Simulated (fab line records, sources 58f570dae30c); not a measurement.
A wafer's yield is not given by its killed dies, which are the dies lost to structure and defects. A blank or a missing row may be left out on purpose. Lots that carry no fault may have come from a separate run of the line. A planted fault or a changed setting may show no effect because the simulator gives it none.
fab line records + flow berkeley-cmos170
record
- lots=7
- wafers=21
- last-day=11
route steps=331 shown ZERO@6 NWELL@14
lots with no fault: from the same line, run without faults
start-h: the number of hours between the record's first day and the start of the first shown wafer of the lot + wait-h: hours since the lot's step before + " same as the row above + L1.1+2: a row that stands for several wafers + - no value, or no start was given + * or withheld: withheld + < > ~ a bound
route shown NAME@n: a module of which the file shows steps, and the number in the route of the first + usual: mean and standard deviation over wafers with no fault + same: alike in all rows + chamber/n: place in a boat + sites: readings site by site + _std_site: standard deviation across them + _edge_site: the outer-site mean with the inner-site mean subtracted + radius-mm: how far each site lies from the wafer's centre + mask NAME#n: copy n + behind: tool/chamber where the wafer was last shaped + hold: why the lot went on hold/how many hours it stayed there/how the hold came to an end + device: the n, p or np transistor that did not switch + end of line: the tests these same wafers got at the end of their route + for a step that has no rows: nothing shown but its recipe + killed: not the wafer's yield, but the dies lost to structure and defects at the first sort + map: a wafer's dies, marking killed ones x, the rest . and places with no die _
set.NAME: the setting the step ran with; set.NAME@STEP: the setting that earlier step ran with + model.NAME: the simulator's own value behind a step, which no gauge read
lots at selected steps of the route; one table per step, one row per wafer
services: when a tool's chamber went out of use (start-h, in hours from the record's first day, below 0 if earlier), for how many hours, and the reason
## steps
# step UCB170_ZERO_HMDS_00
# recipe
- prime-time-s=60
- prime-temp-c=100
# step UCB170_ZERO_COAT_01
# recipe
- resist=KrF
- spin-rpm=1468
- resist-thk-nm=900
# step UCB170_ZERO_SOFTBAKE_02
# recipe
- resist=KrF
- temp-c=130
- time-s=60
# step UCB170_ZERO_EXPOSE_03
# recipe
- mask-id=PM_MARKS
- na=0.5
- sigma-outer=0.6
- source-shape=conventional
- target-cd-nm=4000
- dose-mj=30
# step UCB170_ZERO_PEB_04
# recipe
- peb-temp-c=130
- peb-time-s=withheld
- resist=KrF
# step UCB170_ZERO_DEVELOP_05
# recipe
- developer=TMAH
- develop-time-s=45
- resist=KrF
- dev-temp-c=21
# step UCB170_ZERO_ETCH_06
# recipe
- chemistry=CHF3/CF4/Ar
- target=SiO2
- time-s=12
- pressure-mtorr=100
- rf-w=500
- CHF3_flow_sccm=50
- cf4-flow-sccm=10
- Ar_flow_sccm=120
- over-etch-frac=1.58
# usual
- drypump-motor-current-A=5.9/0.46
- mfc-ar-sccm=120.0/0.35
- oes-product-au=0.618/0.0092
- throttle-valve-pct=9.26/0.12
| lot.wafer | tool        | chamber | start-h | wait-h | drypump-motor-current-A | mfc-ar-sccm | oes-product-au | rf-hours-counter-h | throttle-valve-pct |
|-----------|-------------|---------|---------|--------|-------------------------|-------------|----------------|--------------------|--------------------|
| L178.2    | rie-diel-03 | 2       | 46.33   | -      | 6.1                     | 119.8       | 0.621          | 144                | 9.40               |
| L178.5    | "           | 0       | "       | "      | 5.8                     | 119.8       | 0.643          | -                  | 9.32               |
| L178.6    | "           | 1       | "       | "      | 5.3                     | 120.0       | 0.623          | -                  | 9.32               |
| L179.2    | rie-diel-03 | 1       | 51.17   | -      | 5.3                     | 120.5       | 0.619          | 31                 | 9.32               |
| L179.3    | "           | 0       | "       | "      | 5.8                     | 120.3       | 0.638          | 132                | 9.31               |
| L179.5    | "           | 1       | "       | "      | 5.4                     | 120.4       | 0.621          | -                  | 9.33               |
| L180.3    | rie-diel-01 | 0       | 54.78   | -      | 5.7                     | 120.1       | 0.607          | 112                | 9.45               |
| L180.4    | "           | 2       | "       | "      | 6.4                     | 119.9       | 0.610          | 98                 | 9.08               |
| L180.6    | "           | 0       | "       | "      | 5.7                     | 119.8       | 0.604          | -                  | 9.46               |
| L184.1    | rie-diel-01 | 3       | 74.02   | -      | 6.5                     | 120.6       | 0.614          | 59                 | 9.26               |
| L184.4    | "           | 2       | "       | "      | 6.5                     | 120.5       | 0.617          | 98                 | 9.06               |
| L184.6    | "           | 2       | "       | "      | 6.5                     | 119.7       | 0.610          | -                  | 9.10               |
| L185.2    | rie-diel-03 | 1       | 78.92   | -      | 5.3                     | 119.8       | 0.633          | 32                 | 9.33               |
| L185.5    | "           | 0       | "       | "      | 5.8                     | 119.8       | 0.626          | -                  | 9.32               |
| L185.6    | "           | 3       | "       | "      | 5.3                     | 120.3       | 0.601          | -                  | 9.25               |
| L186.1    | rie-diel-03 | 1       | 84.83   | -      | 5.3                     | 120.0       | 0.627          | 32                 | 9.32               |
| L186.3    | "           | 0       | "       | "      | 5.7                     | 119.8       | 0.639          | 133                | 9.30               |
| L186.4    | "           | 3       | "       | "      | 5.3                     | 120.2       | 0.602          | 42                 | 9.24               |
| L195.2    | rie-diel-01 | 1       | 129.75  | -      | 5.8                     | 120.2       | 0.616          | 19                 | 9.19               |
| L195.5    | "           | 2       | "       | "      | 6.4                     | 120.3       | 0.616          | -                  | 9.07               |
| L195.6    | "           | 3       | "       | "      | 6.5                     | 120.4       | 0.617          | -                  | 9.26               |
# step UCB170_ZERO_STRIP_07
# recipe
- chemistry=O2
- power-w=400
- pressure-mtorr=3500
- platen-temp-c=withheld
- o2-flow-sccm=400
- overash-fraction=0.5
# usual
- drypump-motor-current-A=5.6/0.52
- oes-product-au=0.727/0.0049
- strip-time-to-endpoint-s=21.69/0.047
| lot.wafer | tool            | chamber | start-h | wait-h | drypump-motor-current-A | oes-product-au | rf-hours-counter-h | strip-time-to-endpoint-s |
|-----------|-----------------|---------|---------|--------|-------------------------|----------------|--------------------|--------------------------|
| L178.2    | plasma-asher-01 | 1       | 46.35   | 0.0    | 6.6                     | 0.728          | 30                 | 21.71                    |
| L178.5    | "               | 0       | "       | "      | 5.3                     | 0.730          | -                  | 21.65                    |
| L178.6    | "               | 1       | "       | "      | 6.6                     | 0.722          | -                  | 21.61                    |
| L179.2    | plasma-asher-03 | 1       | 51.19   | 0.0    | 5.6                     | 0.728          | 34                 | 21.73                    |
| L179.3    | "               | 0       | "       | "      | 5.6                     | 0.725          | -                  | 21.74                    |
| L179.5    | "               | 0       | "       | "      | 5.6                     | 0.731          | -                  | 21.77                    |
| L180.3    | plasma-asher-01 | 0       | 54.83   | 0.0    | 5.2                     | 0.739          | -                  | 21.67                    |
| L180.4    | "               | 1       | "       | "      | 6.6                     | 0.736          | -                  | 21.67                    |
| L180.6    | "               | 1       | "       | "      | 6.6                     | 0.735          | -                  | 21.71                    |
| L184.1    | plasma-asher-04 | 0       | 74.05   | 0.0    | 4.9                     | 0.726          | 33                 | 21.62                    |
| L184.4    | "               | 0       | "       | "      | 4.9                     | 0.733          | -                  | 21.65                    |
| L184.6    | "               | 1       | "       | "      | 5.4                     | 0.723          | -                  | 21.67                    |
| L185.2    | plasma-asher-01 | 1       | 78.94   | 0.0    | 6.6                     | 0.725          | 33                 | 21.82                    |
| L185.5    | "               | 1       | "       | "      | 6.6                     | 0.722          | -                  | 21.73                    |
| L185.6    | "               | 0       | "       | "      | 5.2                     | 0.729          | -                  | 21.77                    |
| L186.1    | plasma-asher-01 | 0       | 84.85   | 0.0    | 5.2                     | 0.733          | 34                 | 21.64                    |
| L186.3    | "               | 0       | "       | "      | 5.2                     | 0.720          | -                  | 21.65                    |
| L186.4    | "               | 1       | "       | "      | 6.6                     | 0.720          | -                  | 21.63                    |
| L195.2    | plasma-asher-04 | 0       | 129.78  | 0.0    | 4.9                     | 0.728          | 40                 | 21.68                    |
| L195.5    | "               | 0       | "       | "      | 4.9                     | 0.726          | -                  | 21.72                    |
| L195.6    | "               | 1       | "       | "      | 5.4                     | 0.722          | -                  | 21.70                    |
# step UCB170_NWELL_WET_ETCH_00
# recipe
- chemistry=dHF
- dilution=25:1
- target=SiO2
- temp-c=25
- time-s=200
# step UCB170_NWELL_OXIDATION_01
# recipe
- temp-c=1000
- ambient=O2
- target-thk-a=264
- ox-time-s=1260
# step UCB170_NWELL_THK_MEAS_02
# recipe
- reads=SiO2_of_NWELL_OXIDATION_01
# usual
- NWELL_OXIDE_THK=26.0/0.48
| lot.wafer | tool          | chamber | start-h | wait-h | NWELL_OXIDE_THK[nm] |
|-----------|---------------|---------|---------|--------|---------------------|
| L178.2    | film-metro-04 | -       | 52.25   | 0.0    | 25.4                |
| L178.5    | "             | -       | "       | "      | 26.0                |
| L178.6    | "             | -       | "       | "      | 25.7                |
| L179.2    | film-metro-03 | -       | 56.43   | 0.0    | 26.0                |
| L179.3    | "             | -       | "       | "      | 26.4                |
| L179.5    | "             | -       | "       | "      | 26.7                |
| L180.3    | film-metro-02 | -       | 56.44   | 0.0    | 25.8                |
| L180.4    | "             | -       | "       | "      | 25.7                |
| L180.6    | "             | -       | "       | "      | 25.9                |
| L184.1    | film-metro-04 | -       | 78.11   | 0.0    | 25.9                |
| L184.4    | "             | -       | "       | "      | 25.9                |
| L184.6    | "             | -       | "       | "      | 25.9                |
| L185.2    | film-metro-03 | -       | 82.63   | 0.0    | 25.4                |
| L185.5    | "             | -       | "       | "      | 26.7                |
| L185.6    | "             | -       | "       | "      | 25.9                |
| L186.1    | film-metro-03 | -       | 90.41   | 0.0    | 25.1                |
| L186.3    | "             | -       | "       | "      | 25.4                |
| L186.4    | "             | -       | "       | "      | 25.4                |
| L195.2    | film-metro-02 | -       | 131.75  | 0.0    | 26.3                |
| L195.5    | "             | -       | "       | "      | 26.3                |
| L195.6    | "             | -       | "       | "      | 26.1                |
# step UCB170_NWELL_ANNEAL_03
# recipe
- temp-c=1000
- time-s=900
- ambient=N2
# step UCB170_NWELL_CVD_04
# recipe
- material=Si3N4
- target-thk-nm=224
- temp-c=800
- precursor=SiH2Cl2/NH3
- time-s=3360
- pressure-mtorr=200
- sih2cl2-flow-sccm=25
- nh3-flow-sccm=75
# usual
- nh3-flow-sccm=74.98/0.25
| lot.wafer | tool     | chamber | start-h | wait-h | nh3-flow-sccm | model.Si3N4_of_NWELL_CVD_04.thk-nm |
|-----------|----------|---------|---------|--------|---------------|------------------------------------|
| L178.2    | lpcvd-01 | 0       | 56.56   | 0.0    | 75.50         | 226.4                              |
| L178.5    | "        | 0       | "       | "      | 75.71         | 225.6                              |
| L178.6    | "        | 0       | "       | "      | 75.19         | 226                                |
| L179.2    | lpcvd-01 | 1       | 60.61   | 0.1    | 74.84         | 224.4                              |
| L179.3    | "        | 1       | "       | "      | 75.09         | 221.1                              |
| L179.5    | "        | 1       | "       | "      | 75.14         | 221.7                              |
| L180.3    | lpcvd-01 | 1       | 60.61   | 0.1    | 75.32         | 225.1                              |
| L180.4    | "        | 1       | "       | "      | 75.37         | 223.1                              |
| L180.6    | "        | 1       | "       | "      | 75.47         | 223.5                              |
| L184.1    | lpcvd-01 | 0       | 82.11   | 0.0    | 89.88         | 257.7                              |
| L184.4    | "        | 0       | "       | "      | 90.07         | 256.9                              |
| L184.6    | "        | 0       | "       | "      | 90.04         | 256.2                              |
| L185.2    | lpcvd-01 | 0       | 86.87   | 0.0    | 90.09         | 257.6                              |
| L185.5    | "        | 0       | "       | "      | 90.02         | 257.9                              |
| L185.6    | "        | 0       | "       | "      | 89.91         | 258.5                              |
| L186.1    | lpcvd-01 | 0       | 94.95   | 0.0    | 89.72         | 256.1                              |
| L186.3    | "        | 0       | "       | "      | 89.94         | 257.3                              |
| L186.4    | "        | 0       | "       | "      | 90.17         | 255.6                              |
| L195.2    | lpcvd-02 | 0       | 137.74  | 0.7    | 75.33         | 224.5                              |
| L195.5    | "        | 0       | "       | "      | 75.37         | 222.6                              |
| L195.6    | "        | 0       | "       | "      | 75.09         | 223.2                              |
# step UCB170_NWELL_THK_MEAS_05
# recipe
- reads=Si3N4_of_NWELL_CVD_04
# usual
- NWELL_NITRIDE_THK=224.4/1.9
| lot.wafer | tool          | chamber | start-h | wait-h | hold                     | NWELL_NITRIDE_THK[nm] |
|-----------|---------------|---------|---------|--------|--------------------------|-----------------------|
| L178.2    | film-metro-02 | -       | 58.50   | 0.0    | -                        | 226.4                 |
| L178.5    | "             | -       | "       | "      | -                        | 225.6                 |
| L178.6    | "             | -       | "       | "      | -                        | 226.0                 |
| L179.2    | film-metro-02 | -       | 62.55   | 0.0    | -                        | 224.5                 |
| L179.3    | "             | -       | "       | "      | -                        | 221.0                 |
| L179.5    | "             | -       | "       | "      | -                        | 221.7                 |
| L180.3    | film-metro-04 | -       | 62.56   | 0.0    | -                        | 225.1                 |
| L180.4    | "             | -       | "       | "      | -                        | 223.1                 |
| L180.6    | "             | -       | "       | "      | -                        | 223.5                 |
| L184.1    | film-metro-03 | -       | 84.04   | 0.0    | await-dispo/0.2h/release | 257.9                 |
| L184.4    | "             | -       | "       | "      | await-dispo/0.2h/release | 256.7                 |
| L184.6    | "             | -       | "       | "      | await-dispo/0.2h/release | 256.4                 |
| L184.1    | film-metro-03 | -       | 84.38   | 0.3    | -                        | 257.8                 |
| L184.4    | "             | -       | "       | "      | -                        | 257.0                 |
| L184.6    | "             | -       | "       | "      | -                        | 256.2                 |
| L185.2    | film-metro-04 | -       | 88.81   | 0.0    | await-dispo/0.2h/release | 257.5                 |
| L185.5    | "             | -       | "       | "      | await-dispo/0.2h/release | 258.0                 |
| L185.6    | "             | -       | "       | "      | await-dispo/0.2h/release | 258.2                 |
| L185.2    | film-metro-04 | -       | 89.13   | 0.3    | -                        | 257.5                 |
| L185.5    | "             | -       | "       | "      | -                        | 257.9                 |
| L185.6    | "             | -       | "       | "      | -                        | 258.4                 |
| L186.1    | film-metro-03 | -       | 96.89   | 0.0    | await-dispo/0.2h/release | 256.1                 |
| L186.3    | "             | -       | "       | "      | await-dispo/0.2h/release | 257.3                 |
| L186.4    | "             | -       | "       | "      | await-dispo/0.2h/release | 255.7                 |
| L186.1    | film-metro-03 | -       | 97.18   | 0.3    | -                        | 256.1                 |
| L186.3    | "             | -       | "       | "      | -                        | 257.3                 |
| L186.4    | "             | -       | "       | "      | -                        | 255.7                 |
| L195.2    | film-metro-03 | -       | 139.69  | 0.0    | -                        | 224.4                 |
| L195.5    | "             | -       | "       | "      | -                        | 222.7                 |
| L195.6    | "             | -       | "       | "      | -                        | 223.4                 |
# step UCB170_NWELL_COAT_07
# recipe
- resist=KrF
- spin-rpm=1500
- resist-thk-nm=900
# step UCB170_NWELL_SOFTBAKE_08
# recipe
- resist=KrF
- temp-c=130
- time-s=60
# step UCB170_NWELL_EXPOSE_09
# recipe
- mask-id=NWELL
- target-cd-nm=3000
- na=0.5
- sigma-outer=0.6
- source-shape=conventional
- dose-mj=25
# step UCB170_NWELL_PEB_10
# recipe
- peb-temp-c=130
- peb-time-s=withheld
- resist=KrF
# step UCB170_NWELL_DEVELOP_11
# recipe
- developer=TMAH
- develop-time-s=45
- resist=KrF
- dev-temp-c=21
# step UCB170_NWELL_OVL_MEAS_12
# usual
- NWELL_OVL=2/4.8
| lot.wafer | tool       | chamber | start-h | wait-h | NWELL_OVL[nm] |
|-----------|------------|---------|---------|--------|---------------|
| L178.2    | overlay-01 | -       | 59.42   | -      | -8            |
| L178.5    | "          | -       | "       | "      | -1            |
| L178.6    | "          | -       | "       | "      | -4            |
| L179.2    | overlay-01 | -       | 63.72   | -      | 5             |
| L179.3    | "          | -       | "       | "      | -4            |
| L179.5    | "          | -       | "       | "      | -6            |
| L180.3    | overlay-02 | -       | 64.25   | -      | 3             |
| L180.4    | "          | -       | "       | "      | 2             |
| L180.6    | "          | -       | "       | "      | 3             |
| L184.1    | overlay-01 | -       | 89.13   | -      | 3             |
| L184.4    | "          | -       | "       | "      | -2            |
| L184.6    | "          | -       | "       | "      | -5            |
| L185.2    | overlay-01 | -       | 94.54   | -      | -2            |
| L185.5    | "          | -       | "       | "      | -1            |
| L185.6    | "          | -       | "       | "      | 5             |
| L186.1    | overlay-01 | -       | 103.27  | -      | 4             |
| L186.3    | "          | -       | "       | "      | 3             |
| L186.4    | "          | -       | "       | "      | 2             |
| L195.2    | overlay-02 | -       | 140.70  | -      | 1             |
| L195.5    | "          | -       | "       | "      | 5             |
| L195.6    | "          | -       | "       | "      | 11            |
# step UCB170_NWELL_ETCH_13
# recipe
- chemistry=CH3F/Ar/O2
- target=Si3N4
- stop-on=SiO2
- CH3F_flow_sccm=20
- Ar_flow_sccm=50
- O2_flow_sccm=7
- pressure-mtorr=50
- rf-w=450
- target-depth-a=2464
- over-etch-frac=0.1
- time-s=154
# usual
- CH3F_flow_sccm=20.00/0.056
- O2_flow_sccm=7.002/0.02
- drypump-motor-current-A=6.0/0.45
- mfc-ar-sccm=50.00/0.17
- oes-product-au=0.939/0.013
- throttle-valve-pct=8.01/0.13
| lot.wafer | tool        | chamber | start-h | wait-h | CH3F_flow_sccm | O2_flow_sccm | drypump-motor-current-A | mfc-ar-sccm | oes-product-au | rf-hours-counter-h | throttle-valve-pct | model.etch.depth-nm |
|-----------|-------------|---------|---------|--------|----------------|--------------|-------------------------|-------------|----------------|--------------------|--------------------|---------------------|
| L178.2    | rie-diel-04 | 0       | 59.45   | 0.0    | 20.03          | 6.992        | 6.7                     | 50.00       | 0.941          | 64                 | 8.19               | 226.4               |
| L178.5    | "           | 2       | "       | "      | 20.05          | 6.990        | 6.0                     | 50.14       | 0.947          | -                  | 7.89               | 225.6               |
| L178.6    | "           | 3       | "       | "      | 20.04          | 6.978        | 5.5                     | 49.74       | 0.951          | -                  | 7.94               | 226                 |
| L179.2    | rie-diel-02 | 1       | 63.75   | 0.0    | 19.97          | 6.979        | 6.5                     | 49.98       | 0.915          | 105                | 7.89               | 224.4               |
| L179.3    | "           | 2       | "       | "      | 20.16          | 6.990        | 5.5                     | 50.29       | 0.931          | 123                | 8.22               | 221.1               |
| L179.5    | "           | 3       | "       | "      | 20.06          | 7.019        | 6.0                     | 50.04       | 0.914          | -                  | 7.82               | 221.7               |
| L180.3    | rie-diel-04 | 2       | 64.27   | 0.0    | 19.96          | 6.988        | 6.0                     | 49.71       | 0.951          | 154                | 7.89               | 225.1               |
| L180.4    | "           | 3       | "       | "      | 19.95          | 7.049        | 5.5                     | 49.74       | 0.938          | 12                 | 7.95               | 223.1               |
| L180.6    | "           | 0       | "       | "      | 20.07          | 7.040        | 6.7                     | 49.89       | 0.945          | -                  | 8.18               | 223.5               |
| L184.1    | rie-diel-02 | 0       | 89.17   | 0.0    | 20.04          | 6.997        | 6.4                     | 49.93       | 1.005          | 69                 | 7.99               | 243.2               |
| L184.4    | "           | 3       | "       | "      | 19.97          | 7.015        | 6.0                     | 49.92       | 0.954          | 2                  | 7.82               | 241.3               |
| L184.6    | "           | 1       | "       | "      | 19.93          | 7.006        | 6.5                     | 49.92       | 0.975          | -                  | 7.90               | 247.8               |
| L185.2    | rie-diel-04 | 1       | 94.57   | 0.0    | 20.02          | 7.006        | 5.5                     | 49.97       | 0.984          | 5                  | 8.11               | 238.4               |
| L185.5    | "           | 3       | "       | "      | 19.93          | 7.012        | 5.5                     | 49.94       | 0.992          | -                  | 7.93               | 243                 |
| L185.6    | "           | 2       | "       | "      | 20.10          | 7.027        | 6.0                     | 50.24       | 0.995          | -                  | 7.88               | 244.6               |
| L186.1    | rie-diel-02 | 2       | 103.30  | 0.0    | 20.04          | 6.995        | 5.5                     | 50.21       | 0.983          | 125                | 8.26               | 241.8               |
| L186.3    | "           | 1       | "       | "      | 20.13          | 6.995        | 6.5                     | 50.04       | 0.983          | 106                | 7.91               | 249.8               |
| L186.4    | "           | 3       | "       | "      | 19.96          | 6.970        | 6.0                     | 50.04       | 0.971          | 3                  | 7.83               | 245.6               |
| L195.2    | rie-diel-04 | 0       | 140.73  | 0.0    | 20.10          | 7.013        | 6.7                     | 50.16       | 0.935          | 67                 | 8.19               | 224.5               |
| L195.5    | "           | 0       | "       | "      | 20.05          | 7.017        | 6.7                     | 50.10       | 0.939          | -                  | 8.19               | 222.6               |
| L195.6    | "           | 1       | "       | "      | 20.01          | 6.992        | 5.5                     | 49.84       | 0.950          | -                  | 8.11               | 223.2               |
# step UCB170_NWELL_IMPLANT_14
# recipe
- species=P
- dose-cm2=1e+13
- energy-kev=150
- tilt-deg=7
## services
| tool            | chamber | start-h | hours | kind           |
|-----------------|---------|---------|-------|----------------|
| rie-diel-03     | 3       | 29.21   | 5.0   | repair         |
| rie-diel-04     | 0       | 78.64   | 7.2   | repair         |
| rie-diel-02     | 1       | 85.95   | 2.5   | repair         |
| plasma-asher-03 | -       | 108.84  | 9.0   | pm             |
| plasma-asher-03 | 0       | 108.84  | 9.0   | vent-cycle     |
| plasma-asher-03 | 1       | 108.84  | 9.0   | vent-cycle     |
| plasma-asher-03 | 0       | 117.84  | -     | clean          |
| plasma-asher-03 | 1       | 117.84  | -     | clean          |
| rie-diel-04     | 2       | 128.92  | -     | clean          |
| rie-diel-04     | 2       | 128.92  | 18.5  | scheduled-down |
| rie-diel-04     | 2       | 128.92  | 18.5  | vent-cycle     |
| plasma-asher-01 | -       | 129.76  | 0.6   | repair         |
## key
first-sign
- step=UCB170_NWELL_CVD_04
- reading=nh3-flow-sccm
- direction=up
- sigmas=60
- usual=74.98
- struck=89.98
effect
- step=UCB170_NWELL_THK_MEAS_05
- reading=visit
- direction=added
effect
- step=UCB170_NWELL_THK_MEAS_05
- reading=NWELL_NITRIDE_THK
- direction=up
- sigmas=17
- usual=224.4
- struck=257.1
effect
- step=UCB170_NWELL_ETCH_13
- reading=oes-product-au
- direction=up
- sigmas=3.4
- usual=0.939
- struck=0.983
model-effect
- step=UCB170_NWELL_CVD_04
- value=Si3N4_of_NWELL_CVD_04.thk-nm
- without=223.5
- struck=257.1
model-effect
- step=UCB170_NWELL_ETCH_13
- value=etch.depth-nm
- without=223.5
- struck=243.9
met-at UCB170_NWELL_CVD_04
struck-wafers L184.1,L184.4,L184.6,L185.2,L185.5,L185.6,L186.1,L186.3,L186.4
later-rows-left-out L184.1,L184.4,L184.6,L185.2,L185.5,L185.6,L186.1,L186.3,L186.4
sort-left-out L184.1,L184.4,L184.6,L185.2,L185.5,L185.6,L186.1,L186.3,L186.4
tester-left-out L184,L185,L186
onset-between 60.61 82.11
fault
- kind=process-parameter-drift
- tool=lpcvd-01
- chamber=-
- onset-h=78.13
- steps=UCB170_NWELL_CVD_04
- channel=nh3-flow-sccm
- offset=15
- shape=step
- end-h=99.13
- acts-in=these-recipes-only
- stated=75
# tester-left-out: of these lots the tester's yield and bins aren't shown, on N5 and GAA mostly nor the transistor test; their killed dies are dies lost to structure and defects alone, not to doping, threshold or leakage, so they don't give the yield
# sort-left-out: the simulated sort isn't trusted on such a fault, so these wafers' sort isn't shown, and their yield isn't known
# later-rows-left-out: the simulator's readings of these wafers behind a module that went badly wrong aren't trusted and aren't shown, but for the sort
